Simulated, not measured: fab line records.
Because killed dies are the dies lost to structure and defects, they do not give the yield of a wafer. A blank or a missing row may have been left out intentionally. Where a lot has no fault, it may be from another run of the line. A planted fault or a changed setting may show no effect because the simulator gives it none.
What tool caused it? || flow rit cmos || 14 lots with 42 wafers sampled at 5 steps, on a route of 202 steps

## WHAT EACH GAUGE READ, for each wafer
RIT_ACTIVE_THK_MEAS_04.
{"lot": "L264", "measured": "day 1 13:33", "on": "film metro-01", "ACTIVE_NITRIDE_THK (nm)": "152.5 151.9 151.3"}
{"lot": "L265", "measured": "day 1 19:25", "on": "film metro-04", "ACTIVE_NITRIDE_THK (nm)": "151.5 149.6 151.0"}
{"lot": "L266", "measured": "day 1 23:43", "on": "film metro-04", "ACTIVE_NITRIDE_THK (nm)": "148.0 147.5 148.8"}
{"lot": "L268", "measured": "day 2 12:49", "on": "film metro-04", "ACTIVE_NITRIDE_THK (nm)": "152.3 152.4 151.3"}
{"lot": "L269", "measured": "day 2 14:52", "on": "film metro-02", "ACTIVE_NITRIDE_THK (nm)": "149.2 149.5 148.2"}
{"lot": "L272", "measured": "day 3 05:32", "on": "film metro-01", "ACTIVE_NITRIDE_THK (nm)": "151.9 152.8 152.4"}
{"lot": "L274", "measured": "day 3 15:32", "on": "film metro-01", "ACTIVE_NITRIDE_THK (nm)": "151.6 152.4 152.5"}
{"lot": "L275", "measured": "day 3 21:35", "on": "film metro-02", "ACTIVE_NITRIDE_THK (nm)": "150.8 148.9 149.9"}
{"lot": "L276", "measured": "day 4 02:26", "on": "film metro-02", "ACTIVE_NITRIDE_THK (nm)": "150.9 151.0 149.5"}
{"lot": "L277", "measured": "day 4 06:32", "on": "film metro-01", "ACTIVE_NITRIDE_THK (nm)": "152.7 151.9 151.0"}
{"lot": "L280", "measured": "day 4 21:57", "on": "film metro-02", "ACTIVE_NITRIDE_THK (nm)": "148.2 148.9 149.1"}
{"lot": "L282", "measured": "day 5 07:59", "on": "film metro-01", "ACTIVE_NITRIDE_THK (nm)": "149.8 148.9 150.7"}
{"lot": "L285", "measured": "day 5 23:34", "on": "film metro-02", "ACTIVE_NITRIDE_THK (nm)": "150.7 150.6 150.5"}
{"lot": "L287", "measured": "day 6 09:24", "on": "film metro-02", "ACTIVE_NITRIDE_THK (nm)": "151.5 149.5 151.1"}

RIT_M1_CD_MEAS_90 targets a cd of 2600 nm.
{"lot": "L264", "measured": "day 3 09:46", "on": "cd sem-01", "cd nm (nm)": "2600.5 2600.2 2599.5"}
{"lot": "L265", "measured": "day 3 14:11", "on": "cd sem-01", "cd nm (nm)": "2601.2 2596.8 2599.9"}
{"lot": "L266", "measured": "day 3 21:24", "on": "cd sem-01", "cd nm (nm)": "2597.6 2596.3 2597.3"}
{"lot": "L268", "measured": "day 4 09:16", "on": "cd sem-01", "cd nm (nm)": "2600.5 2601.8 2595.2"}
{"lot": "L269", "measured": "day 4 10:53", "on": "cd sem-01", "cd nm (nm)": "2605.6 2603.1 2604.2"}
{"lot": "L272", "measured": "day 5 02:07", "on": "cd sem-01", "cd nm (nm)": "2596.9 2597.8 2594.4"}
{"lot": "L274", "measured": "day 5 14:22", "on": "cd sem-02", "cd nm (nm)": "2596.2 2597.8 2597.1"}
{"lot": "L275", "measured": "day 5 20:59", "on": "cd sem-01", "cd nm (nm)": "2599.0 2595.6 2594.6"}
{"lot": "L276", "measured": "day 5 23:28", "on": "cd sem-02", "cd nm (nm)": "2600.7 2599.0 2597.3"}
{"lot": "L277", "measured": "day 6 04:42", "on": "cd sem-02", "cd nm (nm)": "2598.0 2600.5 2594.3"}
{"lot": "L280", "measured": "day 6 17:58", "on": "cd sem-02", "cd nm (nm)": "2600.3 2599.1 2598.3"}
{"lot": "L282", "measured": "day 7 09:49", "on": "cd sem-01", "cd nm (nm)": "2609.0 2599.1 2608.8 2608.7 2599.5 2609.2"}
{"lot": "L285", "measured": "day 7 22:14", "on": "cd sem-01", "cd nm (nm)": "2607.8 2600.2 2606.3"}
{"lot": "L287", "measured": "day 8 12:13", "on": "cd sem-02", "cd nm (nm)": "2601.8 2600.9 2598.6"}

## EACH LOT AND THE TOOL THAT RAN IT (in order: tool; ch and the chambers of the sampled wafers; start)
{"lot": "L264", "RIT_SDANNEAL_RTA_03": "rtp anneal-02 ch 0, day 3 04:04", "RIT_CONTACT_STRIP_12": "plasma asher-02 ch 0,1, day 3 06:45", "RIT_M1_METAL_ETCH_12": "rie metal-04 ch 0,1, day 3 09:16"}
{"lot": "L265", "RIT_SDANNEAL_RTA_03": "rtp anneal-01 ch 0, day 3 08:17", "RIT_CONTACT_STRIP_12": "plasma asher-01 ch 0,1, day 3 11:09", "RIT_M1_METAL_ETCH_12": "rie metal-01 ch 0,1, day 3 13:40"}
{"lot": "L266", "RIT_SDANNEAL_RTA_03": "rtp anneal-02 ch 0, day 3 15:36", "RIT_CONTACT_STRIP_12": "plasma asher-02 ch 0,1, day 3 18:22", "RIT_M1_METAL_ETCH_12": "rie metal-03 ch 0,1, day 3 20:53"}
{"lot": "L268", "RIT_SDANNEAL_RTA_03": "rtp anneal-02 ch 0, day 4 03:20", "RIT_CONTACT_STRIP_12": "plasma asher-04 ch 0,1, day 4 06:08", "RIT_M1_METAL_ETCH_12": "rie metal-01 ch 0,1, day 4 08:43"}
{"lot": "L269", "RIT_SDANNEAL_RTA_03": "rtp anneal-01 ch 0, day 4 05:20", "RIT_CONTACT_STRIP_12": "plasma asher-01 ch 0,1, day 4 07:58", "RIT_M1_METAL_ETCH_12": "rie metal-03 ch 0, day 4 10:23"}
{"lot": "L272", "RIT_SDANNEAL_RTA_03": "rtp anneal-02 ch 0, day 4 20:32", "RIT_CONTACT_STRIP_12": "plasma asher-01 ch 0,1, day 4 23:10", "RIT_M1_METAL_ETCH_12": "rie metal-03 ch 0,1, day 5 01:34"}
{"lot": "L274", "RIT_SDANNEAL_RTA_03": "rtp anneal-02 ch 0, day 5 08:49", "RIT_CONTACT_STRIP_12": "plasma asher-01 ch 0,1, day 5 11:26", "RIT_M1_METAL_ETCH_12": "rie metal-01 ch 0,1, day 5 13:50"}
{"lot": "L275", "RIT_SDANNEAL_RTA_03": "rtp anneal-01 ch 0, day 5 10:49", "RIT_CONTACT_STRIP_12": "plasma asher-01 ch 0,1, day 5 17:56", "RIT_M1_METAL_ETCH_12": "rie metal-03 ch 0,1, day 5 20:29"}
{"lot": "L276", "RIT_SDANNEAL_RTA_03": "rtp anneal-02 ch 0, day 5 17:11", "RIT_CONTACT_STRIP_12": "plasma asher-01 ch 1, day 5 19:58", "RIT_M1_METAL_ETCH_12": "rie metal-04 ch 0,1, day 5 22:57"}
{"lot": "L277", "RIT_SDANNEAL_RTA_03": "rtp anneal-01 ch 0, day 5 22:41", "RIT_CONTACT_STRIP_12": "plasma asher-02 ch 0,1, day 6 01:23", "RIT_M1_METAL_ETCH_12": "rie metal-01 ch 0,1, day 6 04:10"}
{"lot": "L280", "RIT_SDANNEAL_RTA_03": "rtp anneal-02 ch 0, day 6 11:59", "RIT_CONTACT_STRIP_12": "plasma asher-02 ch 0,1, day 6 14:44", "RIT_M1_METAL_ETCH_12": "rie metal-01 ch 0, day 6 17:17"}
{"lot": "L282", "RIT_SDANNEAL_RTA_03": "rtp anneal-02 ch 0, day 7 03:50", "RIT_CONTACT_STRIP_12": "plasma asher-02 ch 0,1, day 7 06:47", "RIT_M1_METAL_ETCH_12": "rie metal-01 ch 0,1, day 7 09:19"}
{"lot": "L285", "RIT_SDANNEAL_RTA_03": "rtp anneal-01 ch 0, day 7 16:25", "RIT_CONTACT_STRIP_12": "plasma asher-04 ch 0,1, day 7 19:05", "RIT_M1_METAL_ETCH_12": "rie metal-01 ch 0,1, day 7 21:41"}
{"lot": "L287", "RIT_SDANNEAL_RTA_03": "rtp anneal-01 ch 0, day 8 06:23", "RIT_CONTACT_STRIP_12": "plasma asher-01 ch 0,1, day 8 09:12", "RIT_M1_METAL_ETCH_12": "rie metal-04 ch 0,1, day 8 11:41"}
- RIT_SDANNEAL_RTA_03: time 5 s.
- RIT_CONTACT_STRIP_12: strips in O2, time 180 s.
- RIT_M1_METAL_ETCH_12: etches Al in Cl2/BCl3, stops on SiO2, time 165 s, target depth 600 nm.

## AS READ BY THE TOOLS THEMSELVES (means over the sampled wafers that have a number; for cases with no such wafer, the mark the record gives instead)
RIT_SDANNEAL_RTA_03.
{"lot": "L264", "tool": "rtp anneal-02", "anneal temp c max": 1056.0, "wafer_temp_C_max": 1053.7}
{"lot": "L265", "tool": "rtp anneal-01", "anneal temp c max": 1057.4, "wafer_temp_C_max": 1053.4}
{"lot": "L266", "tool": "rtp anneal-02", "anneal temp c max": 1055.8, "wafer_temp_C_max": 1054.6}
{"lot": "L268", "tool": "rtp anneal-02", "anneal temp c max": 1054.9, "wafer_temp_C_max": 1053.9}
{"lot": "L269", "tool": "rtp anneal-01", "anneal temp c max": 1056.2, "wafer_temp_C_max": 1053.2}
{"lot": "L272", "tool": "rtp anneal-02", "anneal temp c max": 1054.5, "wafer_temp_C_max": 1053.0}
{"lot": "L274", "tool": "rtp anneal-02", "anneal temp c max": 1056.4, "wafer_temp_C_max": 1054.1}
{"lot": "L275", "tool": "rtp anneal-01", "anneal temp c max": 1056.3, "wafer_temp_C_max": 1054.0}
{"lot": "L276", "tool": "rtp anneal-02", "anneal temp c max": 1056.8, "wafer_temp_C_max": 1053.2}
{"lot": "L277", "tool": "rtp anneal-01", "anneal temp c max": 1056.4, "wafer_temp_C_max": 1055.3}
{"lot": "L280", "tool": "rtp anneal-02", "anneal temp c max": 1055.8, "wafer_temp_C_max": 1053.2}
{"lot": "L282", "tool": "rtp anneal-02", "anneal temp c max": 1055.5, "wafer_temp_C_max": 1053.7}
{"lot": "L285", "tool": "rtp anneal-01", "anneal temp c max": 1056.2, "wafer_temp_C_max": 1054.2}
{"lot": "L287", "tool": "rtp anneal-01", "anneal temp c max": 1055.8, "wafer_temp_C_max": 1052.9}

RIT_CONTACT_STRIP_12.
{"lot": "L264", "tool": "plasma asher-02", "drypump motor current A (A)": 5.6}
{"lot": "L265", "tool": "plasma asher-01", "drypump motor current A (A)": 6.2}
{"lot": "L266", "tool": "plasma asher-02", "drypump motor current A (A)": 5.2}
{"lot": "L268", "tool": "plasma asher-04", "drypump motor current A (A)": 6.0}
{"lot": "L269", "tool": "plasma asher-01", "drypump motor current A (A)": 6.2}
{"lot": "L272", "tool": "plasma asher-01", "drypump motor current A (A)": 6.2}
{"lot": "L274", "tool": "plasma asher-01", "drypump motor current A (A)": 5.9}
{"lot": "L275", "tool": "plasma asher-01", "drypump motor current A (A)": 5.8}
{"lot": "L276", "tool": "plasma asher-01", "drypump motor current A (A)": 6.5}
{"lot": "L277", "tool": "plasma asher-02", "drypump motor current A (A)": 5.2}
{"lot": "L280", "tool": "plasma asher-02", "drypump motor current A (A)": 5.2}
{"lot": "L282", "tool": "plasma asher-02", "drypump motor current A (A)": 5.2}
{"lot": "L285", "tool": "plasma asher-04", "drypump motor current A (A)": 6.0}
{"lot": "L287", "tool": "plasma asher-01", "drypump motor current A (A)": 5.9}

RIT_M1_METAL_ETCH_12.
{"lot": "L264", "tool": "rie metal-04", "drypump motor current A (A)": 5.5, "oes product au (a.u.)": 0.775, "run length s (s)": 193.5, "throttle valve pct (%)": 8.10}
{"lot": "L265", "tool": "rie metal-01", "drypump motor current A (A)": 5.4, "oes product au (a.u.)": 0.795, "run length s (s)": 193.5, "throttle valve pct (%)": 8.32}
{"lot": "L266", "tool": "rie metal-03", "drypump motor current A (A)": 5.3, "oes product au (a.u.)": 0.811, "run length s (s)": 193.6, "throttle valve pct (%)": 8.30}
{"lot": "L268", "tool": "rie metal-01", "drypump motor current A (A)": 5.4, "oes product au (a.u.)": 0.784, "run length s (s)": 193.4, "throttle valve pct (%)": 8.32}
{"lot": "L269", "tool": "rie metal-03", "drypump motor current A (A)": 5.8, "oes product au (a.u.)": 0.815, "run length s (s)": 193.1, "throttle valve pct (%)": 8.16}
{"lot": "L272", "tool": "rie metal-03", "drypump motor current A (A)": 5.5, "oes product au (a.u.)": 0.810, "run length s (s)": 193.6, "throttle valve pct (%)": 8.23}
{"lot": "L274", "tool": "rie metal-01", "drypump motor current A (A)": 5.4, "oes product au (a.u.)": 0.786, "run length s (s)": 193.5, "throttle valve pct (%)": 8.32}
{"lot": "L275", "tool": "rie metal-03", "drypump motor current A (A)": 5.3, "oes product au (a.u.)": 0.811, "run length s (s)": 193.5, "throttle valve pct (%)": 8.30}
{"lot": "L276", "tool": "rie metal-04", "drypump motor current A (A)": 5.5, "oes product au (a.u.)": 0.786, "run length s (s)": 193.5, "throttle valve pct (%)": 8.10}
{"lot": "L277", "tool": "rie metal-01", "drypump motor current A (A)": 5.2, "oes product au (a.u.)": 0.791, "run length s (s)": 193.2, "throttle valve pct (%)": 8.19}
{"lot": "L280", "tool": "rie metal-01", "drypump motor current A (A)": 5.5, "oes product au (a.u.)": 0.789, "run length s (s)": 193.8, "throttle valve pct (%)": 8.47}
{"lot": "L282", "tool": "rie metal-01", "drypump motor current A (A)": 5.2, "oes product au (a.u.)": 0.933, "run length s (s)": 149.3, "throttle valve pct (%)": 8.16}
{"lot": "L285", "tool": "rie metal-01", "drypump motor current A (A)": 5.2, "oes product au (a.u.)": 0.927, "run length s (s)": 149.1, "throttle valve pct (%)": 8.17}
{"lot": "L287", "tool": "rie metal-04", "drypump motor current A (A)": 5.5, "oes product au (a.u.)": 0.772, "run length s (s)": 193.5, "throttle valve pct (%)": 8.09}

## THE ANSWER, worked out from the rows above alone
Rule: the lots themselves supply what counts as usual. Put in order of their means at a reading, lots are off if they are a third of the lots or fewer, leave a main group of 4 or more, and stand apart from it by a gap of 3 or more times the standard deviation of the main group's means; of several such gaps the widest counts. A main group whose means are all the same, to the digits that the tables above print for the reading, isn't used. Also off: a lot with no number at a reading for which 4 or more lots have one. The other lots that the step has rows for count as sound. After the gauges, taken in route order, come the tools' own readings; for these a lot's mean is taken, as printed above. The first step at which some lot is off is used, and at that step the reading that is off furthest; a lot without a number counts as furthest.
Off: L282, L285 (RIT_M1_METAL_ETCH_12, run length s). For the main group the mean is 193.5 s and the standard deviation 0.17.
If a tool, at that step or one of the process steps before it, ran each lot that is off and ran no sound lot following the first of them, it fits. One fits: rie metal-01 at RIT_M1_METAL_ETCH_12. A fault onset in the window from L280 (day 6 17:17, its last sound lot) to L282 (day 7 09:19, its first lot off) fits.
The tool's own readings at RIT_M1_METAL_ETCH_12 bear it out: on the lots that are off they differ by more than 5 times the standard deviation of the sound lots' means. oes product au reads 0.930 a.u. there against 0.794 a.u. on the sound lots; run length s reads 149.2 s there against 193.5 s on the sound lots.

## WHAT THE SIMULATOR HAD PUT IN
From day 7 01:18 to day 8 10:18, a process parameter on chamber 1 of rie metal-01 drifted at RIT_M1_METAL_ETCH_12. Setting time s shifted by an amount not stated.
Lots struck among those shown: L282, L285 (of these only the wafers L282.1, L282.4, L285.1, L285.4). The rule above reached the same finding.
